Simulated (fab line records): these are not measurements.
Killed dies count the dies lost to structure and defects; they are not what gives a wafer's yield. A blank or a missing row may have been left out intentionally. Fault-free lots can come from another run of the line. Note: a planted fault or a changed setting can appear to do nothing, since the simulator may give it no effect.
Tool commonality check :: flow berkeleyCmos170 :: Sampled: 11 lots, 33 wafers

== REASON IT WAS OPENED ==
At UCB170_GATE_THK_MEAS_02 the reading GATE_OXIDE_THK is flagged on 2 of 11 lots. Fault-free wafers read 6.50 nm, with a standard deviation of 0.13.
Rule: a lot gets a flag if all its wafers with a number sit over 4 standard deviations from that mean, or if no wafer of it has a number. The other lots count as sound.

lot: L324
measured: day 5 23:52
on: filmMetro-04
GATE_OXIDE_THK (nm), wafer by wafer: 6.69 6.60 6.63
flag: 

lot: L323
measured: day 6 03:57
on: filmMetro-04
GATE_OXIDE_THK (nm), wafer by wafer: 6.35 6.45 6.46
flag: 

lot: L325
measured: day 6 03:59
on: filmMetro-03
GATE_OXIDE_THK (nm), wafer by wafer: 6.47 6.45 6.40
flag: 

lot: L333
measured: day 7 21:22
on: filmMetro-03
GATE_OXIDE_THK (nm), wafer by wafer: 8.53 8.47 8.48
flag: FLAGGED

lot: L335
measured: day 8 19:46
on: filmMetro-03
GATE_OXIDE_THK (nm), wafer by wafer: 8.48 8.44 8.47
flag: FLAGGED

lot: L338
measured: day 8 19:47
on: filmMetro-01
GATE_OXIDE_THK (nm), wafer by wafer: 6.68 6.51 6.60
flag: 

lot: L339
measured: day 9 00:06
on: filmMetro-04
GATE_OXIDE_THK (nm), wafer by wafer: 6.56 6.56 6.42
flag: 

lot: L342
measured: day 9 06:44
on: filmMetro-01
GATE_OXIDE_THK (nm), wafer by wafer: 6.66 6.53 6.51
flag: 

lot: L340
measured: day 9 11:00
on: filmMetro-01
GATE_OXIDE_THK (nm), wafer by wafer: 6.53 6.41 6.62
flag: 

lot: L344
measured: day 10 03:11
on: filmMetro-01
GATE_OXIDE_THK (nm), wafer by wafer: 6.60 6.65 6.63
flag: 

lot: L345
measured: day 10 09:46
on: filmMetro-04
GATE_OXIDE_THK (nm), wafer by wafer: 6.45 6.46 6.39
flag: 
Average over the flagged lots: 8.48 nm; offset from the usual +1.98 nm, equal to +15 standard deviations.

== TOOL THAT RAN EACH LOT ==
Before the reading, the record contains 0 process steps out of a 331-step route. Each cell gives the tool, then ch followed by the chambers the sampled wafers passed through, then the start.
lot: L324
flag: 

lot: L323
flag: 

lot: L325
flag: 

lot: L333
flag: FLAGGED

lot: L335
flag: FLAGGED

lot: L338
flag: 

lot: L339
flag: 

lot: L342
flag: 

lot: L340
flag: 

lot: L344
flag: 

lot: L345
flag: 
What these steps do:
- UCB170_GATE_THK_MEAS_02

== FLAGGED OVER TOTAL, TOOL BY TOOL (the gauges that took the reading come last) ==
step: UCB170_GATE_THK_MEAS_02
tool: filmMetro-01
lots run: 4
flagged: 0
share of the flagged lots: none
sound lots run after its first flagged lot: -

step: UCB170_GATE_THK_MEAS_02
tool: filmMetro-03
lots run: 3
flagged: 2
share of the flagged lots: all
sound lots run after its first flagged lot: 0

step: UCB170_GATE_THK_MEAS_02
tool: filmMetro-04
lots run: 4
flagged: 0
share of the flagged lots: none
sound lots run after its first flagged lot: -

== WHAT THE TABLE PERMITS ==
Rows of the table that ran each flagged lot: 1, that is filmMetro-03 at UCB170_GATE_THK_MEAS_02.
- filmMetro-03 at UCB170_GATE_THK_MEAS_02 ran 3 lots, 2 of them flagged. It ran its last sound lot, L325, at day 6 03:59 and its first flagged lot, L333, at day 7 21:22: a fault with its onset between the two fits.
filmMetro-03 at UCB170_GATE_THK_MEAS_02 is the single tool remaining.

== WHAT WAS PUT IN BY THE SIMULATOR ==
Metrology matching offset: filmMetro-03, from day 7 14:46 on, at UCB170_GATE_THK_MEAS_02. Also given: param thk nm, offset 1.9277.
Shown lots that were struck: L333, L335. The rule given above showed the same thing.
